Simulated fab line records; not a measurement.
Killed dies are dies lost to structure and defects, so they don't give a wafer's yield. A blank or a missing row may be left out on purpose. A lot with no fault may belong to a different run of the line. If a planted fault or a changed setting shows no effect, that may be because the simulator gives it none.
What tool caused it? + flow rit_cmos + at 1 step of a route of 202, 6 lots with 18 wafers sampled

## WHAT THE GAUGES READ, wafer by wafer
RIT_ACTIVE_THK_MEAS_04.
| lot  | measured    | on            | ACTIVE_NITRIDE_THK (nm) |
|------|-------------|---------------|-------------------------|
| L779 | day 1 19:27 | film_metro-04 | 149.4 148.2 147.9       |
| L781 | day 2 04:32 | film_metro-01 | 148.1 148.7 148.6       |
| L783 | day 2 14:32 | film_metro-02 | 150.1 149.7 150.0       |
| L790 | day 4 01:57 | film_metro-02 | 151.8 153.4 153.1       |
| L797 | day 5 13:02 | film_metro-02 | 149.2 149.4 149.2       |
| L800 | day 6 04:19 | film_metro-04 | 148.8 148.6 148.3       |

## WHICH TOOL RAN EACH LOT (tool, then ch and the chambers of the sampled wafers, then the start)
The record holds no process step before these readings.

## THE ANSWER, worked out from the rows above alone
Rule: the lots themselves supply what counts as usual. The widest of any qualifying gaps counts: lots, ordered by their means at a reading, are off when they make up no more than a third of the lots, leave a main group of 4 or more, and stand apart from it by 3 or more times the standard deviation of that group's means. If all means in a main group match to the digits the tables above print for the reading, that group is not used. Also off: a lot with no number at a reading for which 4 or more lots have one. Where the step has rows for the other lots, those lots are counted as sound.
Off: L790, seen at RIT_ACTIVE_THK_MEAS_04 (ACTIVE_NITRIDE_THK). For the main group the mean is 148.9 nm and the standard deviation 0.57.
If a tool, at a process step before that reading, ran all the lots that are off and no sound lot after the first of them, it fits. Gauges at RIT_ACTIVE_THK_MEAS_04: tried the same way as those tools. No candidate that was tried fits.

## WHAT THE SIMULATOR HAD INSERTED
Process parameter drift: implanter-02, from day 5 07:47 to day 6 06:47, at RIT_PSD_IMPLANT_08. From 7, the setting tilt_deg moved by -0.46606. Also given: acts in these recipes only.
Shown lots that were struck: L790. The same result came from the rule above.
